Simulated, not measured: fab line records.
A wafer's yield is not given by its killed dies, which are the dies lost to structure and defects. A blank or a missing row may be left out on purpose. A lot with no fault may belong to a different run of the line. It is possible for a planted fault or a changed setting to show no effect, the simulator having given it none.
Matching of chambers :: flow rit cmos :: rie si-01 running RIT_GATE_ETCH_19: 4 sister chambers
The step etches poly-Si in SF6/CHF3/O2, stops on SiO2, time 165 s, target depth 312.5 nm. 4 wafers are shown with their chamber, then 8 later ones without.

## EACH WAFER AND ITS CHAMBER
wafer: L591.3
chamber: 2
throttle valve pct (%): 10.27

wafer: L591.4
chamber: 1
throttle valve pct (%): 9.90

wafer: L591.6
chamber: 3
throttle valve pct (%): 10.30

wafer: L592.1
chamber: 0
throttle valve pct (%): 10.37

## WAFERS WHOSE CHAMBER IS MISSING
wafer: L592.3
throttle valve pct (%): 10.27

wafer: L592.5
throttle valve pct (%): 10.26

wafer: L595.1
throttle valve pct (%): 10.38

wafer: L595.4
throttle valve pct (%): 10.29

wafer: L595.5
throttle valve pct (%): 10.31

wafer: L597.1
throttle valve pct (%): 9.93

wafer: L597.2
throttle valve pct (%): 10.25

wafer: L597.6
throttle valve pct (%): 10.37

## WHICH CHAMBER EACH WENT THROUGH
wafer: L592.3
from the rows above: 2
in truth: 2

wafer: L592.5
from the rows above: 2
in truth: 2

wafer: L595.1
from the rows above: 0
in truth: 0

wafer: L595.4
from the rows above: can't be placed: 3 or 2
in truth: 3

wafer: L595.5
from the rows above: 3
in truth: 3

wafer: L597.1
from the rows above: 1
in truth: 1

wafer: L597.2
from the rows above: 2
in truth: 2

wafer: L597.6
from the rows above: 0
in truth: 0
7 of 8 placed correctly. Not placeable from these rows: 1 (in 1, the candidates include the true chamber). Wrongly placed: 0.
How it was worked out, from the rows above alone: a wafer's distance from a chamber is the root of the sum, over the readings, of the square of ((its reading less the chamber's mean) divided by the reading's scatter). If the next closest chamber is less than 2 further off than the closest, the wafer can't be placed; otherwise it belongs to the closest. Each chamber's mean is taken over the wafers shown for it. The scatter: with one shown wafer a chamber, the root of the mean of the squares of how far each hidden wafer lies from its nearest shown one.
